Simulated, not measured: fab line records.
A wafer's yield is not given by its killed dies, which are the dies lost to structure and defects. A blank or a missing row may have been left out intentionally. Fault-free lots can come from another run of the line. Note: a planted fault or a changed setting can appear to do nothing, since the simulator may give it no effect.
fab line records    flow ritCmos
[record] lots = 13  wafers = 39  lastDay = 7
route steps=202 shown ACTIVE@9 FOX2@24 SPACER@129 M1@202
lots that met no fault: from a run of the same line without faults
startH: start of the lot's first displayed wafer, in hours after the record's first day    waitH: hours from the lot's prior step to this one    " same as the row above    L1.1+2: one row covering several wafers at once    - no value, or no start was given    * or withheld: withheld    < > ~ a bound
route shown NAME@n: a module of which the file shows steps, and the number in the route of the first    usual: mean and standard deviation over wafers with no fault    same: alike in all rows    chamber/n: place in a boat    sites: per-site readings    _std_site: the standard deviation of these    _edge_site: outer sites' mean less inner sites'    radiusMm: how far each site lies from the wafer's centre    mask NAME#n: copy n    behind: the most recent tool/chamber to have shaped the wafer    hold: why the lot went on hold/how many hours it stayed there/how the hold came to an end    device: names the non-switching transistor (n, p or np)    end of line: the same wafers' tests at the end of the route    where a step has no rows: the recipe by itself    killed: not the wafer's yield, but the dies lost to structure and defects at the first sort    map: a wafer's dies, x killed, . not, _ none there
set.NAME: the run value of the setting; set.NAME@STEP: its run value at that earlier step    model.NAME: the simulator's own value behind a step, which no gauge read
steps of the route over a sample of lots; a table a step, a row a wafer
services: when a tool's chamber went out of use (startH, in hours from the record's first day, below 0 if earlier), for how many hours, and the reason
[[steps]]
[step RIT_ACTIVE_EXPOSE_08]
[recipe] maskId = M1  na = 0.6  sourceShape = conventional  sigmaOuter = 0.6  targetCdNm = 1400  doseMj = 225
[usual] exposureDoseMJCm2 = 224.90/0.22
lot.wafer  tool             chamber  startH  waitH  mask  exposureDoseMJCm2
L387.1     ilineStepper-01  0        14.75   0.1    M1#0  225.18
L387.5     "                0        "       "      M1#0  225.25
L387.6     "                0        "       "      M1#0  225.47
L388.1     ilineStepper-01  0        19.27   0.1    M1#0  224.82
L388.2     "                0        "       "      M1#0  224.75
L388.6     "                0        "       "      M1#0  225.08
L389.4     ilineStepper-02  0        26.03   0.2    M1#0  225.03
L389.5     "                0        "       "      M1#0  224.83
L389.6     "                0        "       "      M1#0  224.29
L391.2     ilineStepper-02  0        34.13   0.1    M1#0  225.08
L391.4     "                0        "       "      M1#0  225.08
L391.6     "                0        "       "      M1#0  224.93
L392.1     ilineStepper-02  0        39.24   0.1    M1#0  224.95
L392.3     "                0        "       "      M1#0  224.89
L392.6     "                0        "       "      M1#0  225.11
L394.1     ilineStepper-02  0        49.04   0.1    M1#0  224.50
L394.4     "                0        "       "      M1#0  224.64
L394.6     "                0        "       "      M1#0  224.78
L395.1     ilineStepper-01  0        57.25   0.2    M1#0  225.06
L395.5     "                0        "       "      M1#0  225.15
L395.6     "                0        "       "      M1#0  224.93
L396.1     ilineStepper-01  0        62.87   0.1    M1#0  224.91
L396.2     "                0        "       "      M1#0  225.06
L396.3     "                0        "       "      M1#0  225.00
L397.1     ilineStepper-02  0        64.41   0.2    M1#0  224.91
L397.5     "                0        "       "      M1#0  224.91
L397.6     "                0        "       "      M1#0  224.78
L398.2     ilineStepper-02  0        69.59   0.1    M1#0  224.72
L398.4     "                0        "       "      M1#0  224.75
L398.5     "                0        "       "      M1#0  224.61
L400.1     ilineStepper-02  0        81.07   0.1    M1#0  224.95
L400.4     "                0        "       "      M1#0  224.32
L400.5     "                0        "       "      M1#0  224.46
L402.2     ilineStepper-01  0        89.49   0.2    M1#0  225.03
L402.5     "                0        "       "      M1#0  225.29
L402.6     "                0        "       "      M1#0  224.68
L407.1     ilineStepper-01  0        115.01  0.1    M1#0  221.90
L407.2     "                0        "       "      M1#0  221.47
L407.4     "                0        "       "      M1#0  221.68
[step RIT_ACTIVE_CD_MEAS_11]
[recipe] targetCdNm = 1400
[usual] cdNm = 1400.2/2
lot.wafer  tool      chamber  startH  waitH  cdNm
L387.1     cdSem-01  -        15.15   -      1399.6
L387.5     "         -        "       "      1399.8
L387.6     "         -        "       "      1401.7
L388.1     cdSem-01  -        19.67   -      1397.7
L388.2     "         -        "       "      1397.9
L388.6     "         -        "       "      1399.9
L389.4     cdSem-01  -        26.43   -      1400.9
L389.5     "         -        "       "      1401.8
L389.6     "         -        "       "      1401.1
L391.2     cdSem-02  -        34.53   -      1400.5
L391.4     "         -        "       "      1401.7
L391.6     "         -        "       "      1401.1
L392.1     cdSem-01  -        39.64   -      1402.1
L392.3     "         -        "       "      1398.9
L392.6     "         -        "       "      1399.6
L394.1     cdSem-01  -        49.44   -      1400.8
L394.4     "         -        "       "      1404.0
L394.6     "         -        "       "      1403.7
L395.1     cdSem-01  -        57.65   -      1400.8
L395.5     "         -        "       "      1400.3
L395.6     "         -        "       "      1397.9
L396.1     cdSem-01  -        63.27   -      1397.4
L396.2     "         -        "       "      1398.5
L396.3     "         -        "       "      1395.3
L397.1     cdSem-01  -        64.81   -      1400.6
L397.5     "         -        "       "      1399.7
L397.6     "         -        "       "      1400.4
L398.2     cdSem-01  -        69.99   -      1396.0
L398.4     "         -        "       "      1397.1
L398.5     "         -        "       "      1400.2
L400.1     cdSem-01  -        81.53   -      1401.2
L400.4     "         -        "       "      1399.0
L400.5     "         -        "       "      1398.4
L402.2     cdSem-01  -        89.89   -      1401.1
L402.5     "         -        "       "      1401.1
L402.6     "         -        "       "      1400.7
L407.1     cdSem-01  -        115.41  -      1377.6
L407.2     "         -        "       "      1371.8
L407.4     "         -        "       "      1389.9
[step RIT_FOX2_THK_MEAS_01]
[recipe] reads = SiO2_of_FOX2_OXIDATION_00
[usual] FOX2_OXIDE_THK = 350/5.6
lot.wafer  tool          chamber  startH  waitH  FOX2_OXIDE_THK[nm]
L387.1     filmMetro-02  -        20.09   0.0    354
L387.5     "             -        "       "      355
L387.6     "             -        "       "      352
L388.1     filmMetro-03  -        25.93   0.0    348
L388.2     "             -        "       "      346
L388.6     "             -        "       "      344
L389.4     filmMetro-03  -        30.93   0.0    343
L389.5     "             -        "       "      343
L389.6     "             -        "       "      345
L391.2     filmMetro-04  -        39.07   0.0    343
L391.4     "             -        "       "      337
L391.6     "             -        "       "      342
L392.1     filmMetro-03  -        45.88   0.0    345
L392.3     "             -        "       "      344
L392.6     "             -        "       "      349
L394.1     filmMetro-03  -        55.76   0.0    361
L394.4     "             -        "       "      356
L394.6     "             -        "       "      354
L395.1     filmMetro-04  -        62.42   0.0    349
L395.5     "             -        "       "      346
L395.6     "             -        "       "      346
L396.1     filmMetro-04  -        67.15   0.0    351
L396.2     "             -        "       "      347
L396.3     "             -        "       "      352
L397.1     filmMetro-04  -        68.89   0.0    349
L397.5     "             -        "       "      348
L397.6     "             -        "       "      351
L398.2     filmMetro-02  -        73.85   0.0    348
L398.4     "             -        "       "      344
L398.5     "             -        "       "      345
L400.1     filmMetro-03  -        85.42   0.0    350
L400.4     "             -        "       "      348
L400.5     "             -        "       "      354
L402.2     filmMetro-02  -        95.05   0.0    353
L402.5     "             -        "       "      350
L402.6     "             -        "       "      354
L407.1     filmMetro-04  -        119.65  0.0    350
L407.2     "             -        "       "      353
L407.4     "             -        "       "      359
[step RIT_FOX2_THK_MEAS_90]
[recipe] reads = SiO2_of_FOX2_OXIDATION_00
[usual] FIELD_OXIDE_LEFT_1_THK = 323/5.6
lot.wafer  tool          chamber  startH  waitH  FIELD_OXIDE_LEFT_1_THK[nm]
L387.1     filmMetro-03  -        21.05   0.0    327
L387.5     "             -        "       "      327
L387.6     "             -        "       "      324
L388.1     filmMetro-04  -        27.64   0.0    321
L388.2     "             -        "       "      318
L388.6     "             -        "       "      317
L389.4     filmMetro-04  -        32.56   0.0    316
L389.5     "             -        "       "      315
L389.6     "             -        "       "      318
L391.2     filmMetro-02  -        39.95   0.0    316
L391.4     "             -        "       "      310
L391.6     "             -        "       "      315
L392.1     filmMetro-03  -        46.76   0.0    317
L392.3     "             -        "       "      317
L392.6     "             -        "       "      322
L394.1     filmMetro-04  -        56.63   0.0    334
L394.4     "             -        "       "      329
L394.6     "             -        "       "      327
L395.1     filmMetro-04  -        63.29   0.0    321
L395.5     "             -        "       "      318
L395.6     "             -        "       "      318
L396.1     filmMetro-04  -        68.03   0.0    324
L396.2     "             -        "       "      319
L396.3     "             -        "       "      325
L397.1     filmMetro-04  -        69.77   0.0    322
L397.5     "             -        "       "      321
L397.6     "             -        "       "      324
L398.2     filmMetro-03  -        74.72   0.0    322
L398.4     "             -        "       "      318
L398.5     "             -        "       "      318
L400.1     filmMetro-02  -        86.30   0.0    322
L400.4     "             -        "       "      321
L400.5     "             -        "       "      327
L402.2     filmMetro-03  -        95.93   0.0    326
L402.5     "             -        "       "      323
L402.6     "             -        "       "      327
L407.1     filmMetro-02  -        120.52  0.0    324
L407.2     "             -        "       "      326
L407.4     "             -        "       "      332
[step RIT_SPACER_THK_MEAS_04]
[recipe] reads = Si3N4_of_SPACER_CVD_03
[usual] SPACER_NITRIDE_THK = 249.2/2.5
lot.wafer  tool          chamber  startH  waitH  SPACER_NITRIDE_THK[nm]
L387.1     filmMetro-04  -        52.06   0.0    248.8
L387.5     "             -        "       "      245.3
L387.6     "             -        "       "      246.8
L388.1     filmMetro-04  -        59.49   0.0    249.4
L388.2     "             -        "       "      250.4
L388.6     "             -        "       "      250.2
L389.4     filmMetro-03  -        63.05   0.0    250.6
L389.5     "             -        "       "      251.5
L389.6     "             -        "       "      248.9
L391.2     filmMetro-01  -        71.18   0.0    248.4
L391.4     "             -        "       "      248.8
L391.6     "             -        "       "      247.4
L392.1     filmMetro-03  -        75.54   0.0    249.2
L392.3     "             -        "       "      249.5
L392.6     "             -        "       "      249.7
L394.1     filmMetro-04  -        82.48   0.0    250.3
L394.4     "             -        "       "      249.7
L394.6     "             -        "       "      252.4
L395.1     filmMetro-04  -        92.89   0.0    246.9
L395.5     "             -        "       "      249.1
L395.6     "             -        "       "      249.3
L396.1     filmMetro-04  -        96.19   0.0    250.7
L396.2     "             -        "       "      251.0
L396.3     "             -        "       "      249.3
L397.1     filmMetro-03  -        98.11   0.0    250.6
L397.5     "             -        "       "      250.2
L397.6     "             -        "       "      250.4
L398.2     filmMetro-03  -        102.97  0.0    249.5
L398.4     "             -        "       "      248.0
L398.5     "             -        "       "      248.9
L400.1     filmMetro-04  -        116.50  0.0    246.8
L400.4     "             -        "       "      245.8
L400.5     "             -        "       "      247.7
L402.2     filmMetro-03  -        125.83  0.0    252.5
L402.5     "             -        "       "      250.3
L402.6     "             -        "       "      252.3
L407.1     filmMetro-04  -        147.55  0.0    256.2
L407.2     "             -        "       "      254.9
L407.4     "             -        "       "      255.4
[step RIT_M1_PROBE_99]
[usual] killed_at_M0_to_M3 = 0.0/0.23  killedAtContacts = 0.1/0.34  killedAtFrontEnd = 6.9/2.8  killedDies = 7.1/2.8  killedOpen = 3.4/1.9  killedShort = 3.6/1.7
[same] grossDies = 264  killed_at_M4_up = 0  killedAtBackSide = 0  killedAtOther = 0
lot.wafer  tool       chamber  startH  waitH  killed_at_M0_to_M3  killedAtContacts  killedAtFrontEnd  killedDies  killedOpen  killedShort
L396.1     prober-02  -        107.43  0.1    1                   0                 7                 8           3           5
L396.2     prober-02  -        107.48  0.1    0                   0                 7                 7           4           3
L396.3     prober-02  -        107.53  0.2    0                   0                 7                 7           3           4
L402.2     prober-02  -        137.31  0.1    0                   1                 3                 4           1           3
L402.5     prober-02  -        137.46  0.2    0                   1                 2                 3           2           1
L402.6     prober-02  -        137.51  0.2    0                   0                 11                11          7           4
L407.1     prober-02  -        158.91  0.1    0                   0                 10                10          4           6
L407.2     prober-02  -        158.96  0.1    0                   0                 9                 9           4           5
L407.4     prober-02  -        159.06  0.2    0                   0                 10                10          7           3
// killed by level:class
L396.1 GATE:geometricParticle:short=3 FOX1:geometricParticle:open=1 GATE:geometricParticle:open=1 REOX:geometricParticle:short=1 SPACER:geometricParticle:open=1 M1:geometricParticle:short=1
L396.2 REOX:geometricParticle:short=2 FOX1:geometricParticle:short=1 FOX2:geometricParticle:open=1 GATE:geometricParticle:open=1 REOX:geometricParticle:open=1 SILICIDE:geometricParticle:open=1
L396.3 REOX:geometricParticle:open=3 GATE:geometricParticle:short=2 SPACER:geometricParticle:short=1 SILICIDE:geometricParticle:short=1
L402.2 FOX1:geometricParticle:open=1 GATE:geometricParticle:short=1 SPACER:geometricParticle:short=1 CONTACT:geometricParticle:short=1
L402.5 REOX:geometricParticle:open=1 SPACER:geometricParticle:open=1 CONTACT:geometricParticle:short=1
L402.6 FOX1:geometricParticle:open=2 GATE:geometricParticle:open=2 REOX:geometricParticle:open=2 SPACER:geometricParticle:short=2 GATE:geometricParticle:short=1 REOX:geometricParticle:short=1 SPACER:geometricParticle:open=1
L407.1 GATE:geometricParticle:short=3 GATE:geometricParticle:open=2 FOX1:geometricParticle:open=1 FOX1:geometricParticle:short=1 REOX:geometricParticle:short=1 REOX:geometricParticle:open=1 SILICIDE:geometricParticle:short=1
L407.2 FOX2:geometricParticle:short=3 SILICIDE:geometricParticle:open=2 FOX1:geometricParticle:short=1 FOX1:geometricParticle:open=1 GATE:geometricParticle:short=1 REOX:geometricParticle:open=1
L407.4 GATE:geometricParticle:open=4 SPACER:geometricParticle:open=2 SPACER:geometricParticle:short=2 FOX2:geometricParticle:short=1 REOX:geometricParticle:open=1
[[services]]
tool             chamber  startH  hours  kind
ilineStepper-02  -        -4.88   1.7    pm
ilineStepper-01  -        27.39   4.4    pm
ilineStepper-02  0        30.77   -      calibration
ilineStepper-02  -        64.92   4.4    pm
[[key]]
[firstSign] step = RIT_ACTIVE_EXPOSE_08  reading = exposureDoseMJCm2  direction = down  sigmas = 15  usual = 224.90  struck = 221.68
[effect] step = RIT_ACTIVE_CD_MEAS_11  reading = cdNm  direction = down  sigmas = 10  usual = 1400.2  struck = 1379.8  through = controlLoop
metAt RIT_ACTIVE_EXPOSE_08
struckLots L407
testerLeftOut L407
[loopTrim] step = RIT_ACTIVE_EXPOSE_08  setting = dose  lots = L407
notActingAt RIT_FOX2_THK_MEAS_01,RIT_FOX2_THK_MEAS_90,RIT_SPACER_THK_MEAS_04
onsetBetween 89.49 115.01
[fault] kind = processParameterDrift  tool = ilineStepper-01  chamber = -  onsetH = 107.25  steps = RIT_ACTIVE_EXPOSE_08  channel = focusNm  offset = 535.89  spreadByWafer = 0.3  shape = step  endH = 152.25
// testerLeftOut: of these lots the tester's yield and bins aren't shown, on N5 and GAA mostly nor the transistor test; their killed dies are dies lost to structure and defects alone, not to doping, threshold or leakage, so they don't give the yield
// loopTrim: a control loop set the setting to another value than it would have without faults
